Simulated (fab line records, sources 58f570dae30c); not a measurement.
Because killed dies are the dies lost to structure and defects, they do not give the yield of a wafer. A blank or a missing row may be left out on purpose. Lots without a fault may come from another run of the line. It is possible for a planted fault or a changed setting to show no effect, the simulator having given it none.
Which tool did it? || flow berkeley-cmos170 || 7 lots with 21 wafers sampled at 2 steps, on a route of 331 steps

WHAT THE GAUGES SHOWED, per wafer
UCB170_SCREENOX_THK_MEAS_02.
{"lot": "L364", "measured": "day 5 05:47", "on": "film-metro-03", "SCREENOX_OXIDE_THK (nm)": "14.39 14.72 14.39"}
{"lot": "L366", "measured": "day 5 18:57", "on": "film-metro-03", "SCREENOX_OXIDE_THK (nm)": "14.55 14.44 14.47"}
{"lot": "L368", "measured": "day 6 06:32", "on": "film-metro-01", "SCREENOX_OXIDE_THK (nm)": "14.17 14.35 14.25"}
{"lot": "L370", "measured": "day 6 18:17", "on": "film-metro-03", "SCREENOX_OXIDE_THK (nm)": "14.31 14.53 14.24"}
{"lot": "L372", "measured": "day 7 04:47", "on": "film-metro-04", "SCREENOX_OXIDE_THK (nm)": "14.40 14.51 14.49"}
{"lot": "L376", "measured": "day 8 03:06", "on": "film-metro-04", "SCREENOX_OXIDE_THK (nm)": "14.66 14.66 14.68"}
{"lot": "L383", "measured": "day 9 15:33", "on": "film-metro-04", "SCREENOX_OXIDE_THK (nm)": "23.12 22.75 22.57"}

WHICH TOOL RAN EACH LOT (tool, then ch and the chambers of the sampled wafers, then the start)
{"lot": "L364", "UCB170_SCREENOX_OXIDATION_01": "furnace-04 ch 0, day 5 04:07"}
{"lot": "L366", "UCB170_SCREENOX_OXIDATION_01": "furnace-02 ch 0, day 5 17:17"}
{"lot": "L368", "UCB170_SCREENOX_OXIDATION_01": "furnace-02 ch 0, day 6 04:53"}
{"lot": "L370", "UCB170_SCREENOX_OXIDATION_01": "furnace-03 ch 0, day 6 16:38"}
{"lot": "L372", "UCB170_SCREENOX_OXIDATION_01": "furnace-02 ch 0, day 7 03:07"}
{"lot": "L376", "UCB170_SCREENOX_OXIDATION_01": "furnace-02 ch 0, day 8 01:26"}
{"lot": "L383", "UCB170_SCREENOX_OXIDATION_01": "furnace-03 ch 0, day 9 10:32"}
- UCB170_SCREENOX_OXIDATION_01: target thk 14.4 nm, ox time 2400 s.

THE ANSWER, worked out from the rows above alone
Rule: the lots themselves supply what counts as usual. The widest of any qualifying gaps counts: lots, ordered by their means at a reading, are off when they make up no more than a third of the lots, leave a main group of 4 or more, and stand apart from it by 3 or more times the standard deviation of that group's means. If all means in a main group match to the digits the tables above print for the reading, that group is not used. A lot without any number at a reading at which 4 lots or more have one is off too. The other lots that the step has rows for count as sound.
Off: L383, seen at UCB170_SCREENOX_THK_MEAS_02 (SCREENOX_OXIDE_THK). The main group: mean 14.46 nm, standard deviation 0.13.
If a tool, at a process step before that reading, ran all the lots that are off and no sound lot after the first of them, it fits. The gauges at UCB170_SCREENOX_THK_MEAS_02 are tried like those tools. Undecided on this evidence; 2 tools fit (furnace-03 at UCB170_SCREENOX_OXIDATION_01, film-metro-04 at UCB170_SCREENOX_THK_MEAS_02).

WHAT THE SIMULATOR HAD PUT IN
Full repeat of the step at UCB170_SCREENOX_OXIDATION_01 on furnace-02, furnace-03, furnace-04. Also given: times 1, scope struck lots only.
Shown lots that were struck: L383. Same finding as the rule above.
